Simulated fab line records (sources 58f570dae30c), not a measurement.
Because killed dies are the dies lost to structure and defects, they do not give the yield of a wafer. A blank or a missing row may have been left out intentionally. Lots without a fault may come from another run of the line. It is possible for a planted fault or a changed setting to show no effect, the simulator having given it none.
8D (eight disciplines) problem report, filled in by code :: flow berkeley_cmos170 :: the parts of the form that need people (team, actions taken, sign-off) are left out

## 1. WHAT IS WRONG
Wafers free of any fault read 1003 (standard deviation 8.6) for PLDD_TW at UCB170_PLDD_TW_MEAS_11, against a mean of 1060 on 6 wafers of 2 lots. Measured from the usual mean, that is +6.6 standard deviations.
Seen first at day 9 23:00 on film_metro-02, wafer L545.2. The record has a number at this step for 42 wafers belonging to 14 lots. Rule for "out" (also "out of limits"): further than 4 standard deviations from the usual mean. Any other wafer with a number is counted as sound.

## 2. WHAT IT IS AND WHAT IT IS NOT
question: which readings at this step
is: PLDD_TW
is not: -

question: which lots
is: L545, L549
is not: L534, L535, L536, L537, L538, L539, L541, L543, L544, L552, L554, L555

question: which wafers of those lots
is: all that have a number
is not: -

question: read on which gauges
is: film_metro-02
is not: film_metro-01, film_metro-03

question: when
is: from day 9 23:00
is not: up to then (27 sound wafers); but 9 sound wafers of L552, L554, L555 came after

## 3. SUSPECTS, AND WHAT RULES EACH OUT
Counting: any tool at a process step up to the reading is kept as a suspect provided that every lot that is out went through it and no sound lot did after the first of them.
- the gauge at UCB170_PLDD_TW_MEAS_11 has been ruled out. All the wafers that are out were read on film_metro-02, but those of them that UCB170_PLDD_IMPLANT_09 has rows for are out there too, on other tools.
- implanter-03 at UCB170_PLDD_IMPLANT_09: kept. It ran every lot that is out, first L545 (day 9 22:46), and no sound lot after that; its last sound lot up to then is L544 (day 9 22:28). Out on those wafers are its own readings of beam_on_s, dose_ions_cm2, faraday_current_uA.
Remaining after the count: implanter-03 at UCB170_PLDD_IMPLANT_09.

## 4. THE CAUSE (what the simulator had put in)
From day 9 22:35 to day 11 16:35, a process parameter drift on implanter-03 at UCB170_PLDD_IMPLANT_09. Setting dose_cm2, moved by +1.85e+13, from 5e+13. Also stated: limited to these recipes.
This tool alone remained once counting was done.

## 5. SEQUENCE OF EFFECTS, ordered by route
Rows list readings where the struck wafers' mean (over those with a number) sits beyond 3 standard deviations from the usual. Only readings whose record carries a usual standard deviation are examined. hours: median over the lots of the time between each lot's start at the first step of this table that gives one and its start at this step. sigmas: the change, counted in usual standard deviations.
hours: 0
step: UCB170_PLDD_IMPLANT_09
reading: beam_on_s
usual: 10.00 s
on struck wafers: 12.31
change: +2.31
sigmas: +12

hours: 0
step: UCB170_PLDD_IMPLANT_09
reading: dose_ions_cm2
usual: 5e+13
on struck wafers: 7e+13
change: +2e+13
sigmas: +99 or more

hours: 0
step: UCB170_PLDD_IMPLANT_09
reading: faraday_current_uA
usual: 159
on struck wafers: 176
change: +18
sigmas: +5.8

hours: 0
step: UCB170_PLDD_TW_MEAS_11
reading: PLDD_TW
usual: 1003
on struck wafers: 1060
change: +57
sigmas: +6.6

hours: 17
step: UCB170_SDANNEAL_RS_MEAS_04
reading: PLDD_RS
usual: 1032 ohm/sq
on struck wafers: 902
change: -130
sigmas: -42
Process steps it contains:
- UCB170_PLDD_IMPLANT_09
At these later measuring or inspecting steps, every struck wafer for which the step has a row has a number for every such reading, and none has moved that far: UCB170_PSD_CD_MEAS_06.

## 6. HOW IT WOULD HAVE BEEN CAUGHT EARLIER
Counted from the fault's start at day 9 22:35, it took 0 hours until the first out-of-limits reading at a measuring or inspecting step in this record, taken at day 9 23:00.
At UCB170_PLDD_IMPLANT_09, the tool's own readings (beam_on_s, dose_ions_cm2, faraday_current_uA) were out on each struck wafer the step has a row for, so an alarm limit on them would have fired on the first such wafer.
Of the lots that are out (2), L549 began UCB170_PLDD_IMPLANT_09 on implanter-03 after day 9 23:00. A tool hold placed at that time would have kept it from harm.
